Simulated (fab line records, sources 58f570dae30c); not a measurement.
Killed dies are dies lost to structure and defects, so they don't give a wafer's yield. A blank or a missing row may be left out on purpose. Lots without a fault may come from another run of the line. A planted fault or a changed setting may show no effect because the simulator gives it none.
Problem report in the 8D (eight disciplines) form, filled by code | flow berkeley_cmos170 | the parts of the form that need people (team, actions taken, sign-off) are left out

1. THE PROBLEM
rf_fwd_power_W at UCB170_V1_ETCH_14 reads a mean of 976.5 W on 3 wafers of 2 lots; wafers without a fault read 698.2 W with a standard deviation of 2.1. That is +99 or more standard deviations from the usual mean.
The step: etches SiO2 in CHF3/CF4/Ar, stops on Al, target depth 1250 nm, time 291 s.
First seen on wafer L190.4, day 10 02:37, on rie_diel-04. The record holds 18 wafers of 6 lots with a number at this step. Rule for "out", or "out of limits": more than 4 standard deviations from the usual mean. The other wafers with a number count as sound.

2. WHAT IT IS AND WHAT IT IS NOT
question                    | is                     | is not
which readings at this step | rf_fwd_power_W         | drypump_motor_current_A, oes_product_au, throttle_valve_pct
which lots                  | L190, L195             | L181, L187, L192, L201
which wafers of those lots  | L190.4, L195.3, L195.5 | L190.2, L190.5, L195.4
read on which tools         | rie_diel-04            | rie_diel-02, rie_diel-03
when                        | from day 10 02:37      | up to then (8 sound wafers); but 7 sound wafers of L192, L195, L201 came after

3. SUSPECTS, AND WHAT RULES EACH OUT
Counting: a tool at a process step up to the reading stays a suspect if it ran every lot that is out. Sound lots after the first of them don't rule it out here, since some wafers of a struck lot are sound.
- rie_diel-04 at UCB170_V1_ETCH_14 (etches SiO2 in CHF3/CF4/Ar, stops on Al, target depth 1250 nm, time 291 s): kept. It ran every lot that is out, first L190 (day 10 02:37); its last sound lot up to then is L187 (day 9 06:52). Its own readings are out on those wafers: rf_fwd_power_W.
- Within rie_diel-04 at UCB170_V1_ETCH_14: the wafers that are out ran in chamber 0; their sound lot-mates ran in chambers 1, 2.
Left after counting: rie_diel-04 at UCB170_V1_ETCH_14.

4. THE CAUSE (what the simulator had put in)
Process parameter drift: rie_diel-04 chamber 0, from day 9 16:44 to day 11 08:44, at UCB170_V1_ETCH_14. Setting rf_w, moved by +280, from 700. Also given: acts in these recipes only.
Counting left only this tool.

5. THE CHAIN OF EFFECTS, in route order
Each row: a reading whose mean over the struck wafers that have a number lies more than 3 standard deviations from the usual. Only readings for which the record gives a usual standard deviation are gone through. hours: the time from each lot's start at the first step in this table that gives one to its start at this step, as a median over the lots. sigmas: the change in usual standard deviations.
hours | step               | reading                  | usual   | on struck wafers | change | sigmas
0     | UCB170_V1_ETCH_14  | rf_fwd_power_W           | 698.2 W | 976.5            | +278.3 | +99 or more
0     | UCB170_V1_STRIP_15 | strip_time_to_endpoint_s | 15.29 s | 14.15            | -1.14  | -8.7
The process steps in it:
- UCB170_V1_ETCH_14: etches SiO2 in CHF3/CF4/Ar, stops on Al, target depth 1250 nm, time 291 s.
- UCB170_V1_STRIP_15: strips in O2.
Later measuring or inspecting steps at which every struck wafer that the step has a row for has a number for every such reading, and none has moved that far: UCB170_V1_CD_MEAS_90.

6. WHAT WOULD HAVE CAUGHT IT SOONER
In this record the first reading out of limits was taken at day 10 02:37, 10 hours after the fault began at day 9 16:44.
